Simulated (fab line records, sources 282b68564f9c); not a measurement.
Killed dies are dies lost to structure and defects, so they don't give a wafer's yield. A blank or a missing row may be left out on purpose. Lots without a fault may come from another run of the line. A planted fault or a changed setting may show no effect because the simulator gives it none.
Which tool did it? | flow rit_cmos | 15 lots, 45 wafers sampled, at 2 steps of a route of 202

WHAT THE GAUGES READ, wafer by wafer
RIT_ACTIVE_THK_MEAS_02. Usual: ACTIVE_OXIDE_THK 47.3 nm, standard deviation 0.85.
lot  | measured    | on            | ACTIVE_OXIDE_THK (nm) | flag
L643 | day 1 12:03 | film_metro-01 | 47.0 46.7 47.2        |
L644 | day 1 19:03 | film_metro-02 | 46.8 46.8 47.1        |
L645 | day 1 23:37 | film_metro-04 | 49.2 49.3 48.6        |
L647 | day 2 09:01 | film_metro-02 | 45.6 46.7 45.6        |
L648 | day 2 14:06 | film_metro-04 | 47.3 47.8 47.6        |
L649 | day 2 18:10 | film_metro-01 | 48.7 48.5 49.4        |
L650 | day 2 23:34 | film_metro-01 | 47.1 46.8 47.3        |
L653 | day 3 14:05 | film_metro-02 | 48.2 48.4 48.1        |
L654 | day 3 19:38 | film_metro-01 | 47.6 47.5 47.0        |
L655 | day 4 00:03 | film_metro-04 | 32.3 32.2 32.0        | OFF
L656 | day 4 07:06 | film_metro-02 | 32.2 33.4 33.1        | OFF
L657 | day 4 10:14 | film_metro-04 | 47.9 47.4 48.2        |
L660 | day 5 01:52 | film_metro-02 | 47.0 47.0 47.3        |
L661 | day 5 06:04 | film_metro-04 | 34.0 34.2 33.1        | OFF
L665 | day 6 02:26 | film_metro-02 | 48.2 47.0 48.2        |

WHICH TOOL RAN EACH LOT (tool, then ch and the chambers of the sampled wafers, then the start)
lot  | RIT_ACTIVE_OXIDATION_01
L643 | furnace-01 ch 0, day 1 10:07
L644 | furnace-03 ch 0, day 1 17:06
L645 | furnace-03 ch 0, day 1 21:41
L647 | furnace-01 ch 0, day 2 07:05
L648 | furnace-03 ch 0, day 2 12:10
L649 | furnace-03 ch 0, day 2 16:14
L650 | furnace-04 ch 0, day 2 21:38
L653 | furnace-03 ch 0, day 3 12:09
L654 | furnace-03 ch 0, day 3 17:43
L655 | furnace-03 ch 0, day 3 22:07
L656 | furnace-03 ch 0, day 4 05:09
L657 | furnace-04 ch 0, day 4 08:18
L660 | furnace-01 ch 0, day 4 23:56
L661 | furnace-03 ch 0, day 5 04:07
L665 | furnace-04 ch 0, day 6 00:30
- RIT_ACTIVE_OXIDATION_01: target thk 46.8 nm, ox time 3360 s.

WHAT THE TOOLS THEMSELVES READ (means of the sampled wafers that have a number; where no wafer has one, the mark that the record gives instead)
RIT_ACTIVE_OXIDATION_01. Usual: spike_tc_centre_C 1001.8 C, standard deviation 1.1; spike_tc_load_C 1024.2 C, standard deviation 2.1; spike_tc_source_C 1026.6 C, standard deviation 1.2; tube_center_temp_C 999.99 C, standard deviation 0.086; tube_center_temp_C_max 1002.5, standard deviation 0.42; zone_power_load_pct 36.1 %, standard deviation 0.91.
lot  | tool       | spike_tc_centre_C (C) | spike_tc_load_C (C) | spike_tc_source_C (C) | tube_center_temp_C (C) | tube_center_temp_C_max | zone_power_load_pct (%) | flag
L643 | furnace-01 | 1003.4                | 1024.9              | 1024.2                | 999.99                 | 1002.5                 | 35.4                    |
L644 | furnace-03 | 1001.8                | 1023.1              | 1026.5                | 999.99                 | 1002.5                 | 36.0                    |
L645 | furnace-03 | 1000.8                | 1022.4              | 1026.8                | 999.99                 | 1002.6                 | 36.2                    |
L647 | furnace-01 | 1002.8                | 1024.4              | 1025.3                | 1000.02                | 1002.5                 | 35.0                    |
L648 | furnace-03 | 1002.2                | 1022.8              | 1026.8                | 999.95                 | 1002.6                 | 35.6                    |
L649 | furnace-03 | 1001.1                | 1023.0              | 1026.8                | 1000.01                | 1002.3                 | 36.0                    |
L650 | furnace-04 | 1003.2                | 1027.5              | 1028.1                | 999.95                 | 1002.8                 | 37.3                    |
L653 | furnace-03 | 1001.3                | 1023.2              | 1026.8                | 1000.10                | 1002.6                 | 36.1                    |
L654 | furnace-03 | 1002.6                | 1022.9              | 1027.1                | 1000.07                | 1002.8                 | 35.7                    |
L655 | furnace-03 | 962.9                 | 982.7               | 986.7                 | 960.90                 | 963.7                  | 32.9                    | OFF
L656 | furnace-03 | 962.9                 | 982.9               | 987.1                 | 960.87                 | 964.3                  | 32.6                    | OFF
L657 | furnace-04 | 1003.2                | 1026.3              | 1027.7                | 999.92                 | 1001.9                 | 37.6                    |
L660 | furnace-01 | 1002.7                | 1024.2              | 1024.8                | 1000.04                | 1002.6                 | 35.5                    |
L661 | furnace-03 | 962.3                 | 982.9               | 986.3                 | 960.85                 | 963.1                  | 32.4                    | OFF
L665 | furnace-04 | 1001.9                | 1027.6              | 1028.0                | 999.97                 | 1002.3                 | 38.0                    |

THE ANSWER, worked out from the rows above alone
Rule: a lot is off if the mean of its wafers that have a number lies more than 3 standard deviations from the usual mean. A lot without any number at a reading at which 4 lots or more have one is off too. The other lots that the step has rows for count as sound. The gauges are gone through in route order, then the tools' own readings, and for those a lot's mean is taken as printed above. The first step at which some lot is off is used, and at that step the reading that is off furthest; a lot without a number counts as furthest.
Off: L655, L656, L661, at RIT_ACTIVE_THK_MEAS_02 (ACTIVE_OXIDE_THK).
A tool fits if, at a process step before that reading, it ran every lot that is off, and no sound lot after the first of them. The gauges at RIT_ACTIVE_THK_MEAS_02 aren't tried: what is off there is off at RIT_ACTIVE_OXIDATION_01 too, on other tools, and a gauge's error can't cause that. One fits: furnace-03 at RIT_ACTIVE_OXIDATION_01. Its last sound lot is L654 (day 3 17:43), its first lot that is off L655 (day 3 22:07): a fault that began between those two fits.
The tool's own readings at RIT_ACTIVE_OXIDATION_01 bear it out: on the lots that are off they differ by more than 5 times the standard deviation of the sound lots' means. spike_tc_centre_C reads 962.7 C there against 1002.2 C on the sound lots; spike_tc_load_C reads 982.8 C there against 1024.4 C on the sound lots; spike_tc_source_C reads 986.7 C there against 1026.6 C on the sound lots; tube_center_temp_C reads 960.87 C there against 1000.00 C on the sound lots; tube_center_temp_C_max reads 963.7 there against 1002.5 on the sound lots.

WHAT THE SIMULATOR HAD PUT IN
Process parameter drift: furnace-03, from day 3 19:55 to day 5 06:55, at RIT_ACTIVE_OXIDATION_01. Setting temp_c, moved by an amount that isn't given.
Lots struck among those shown: L655, L656, L661. The rule above found the same.
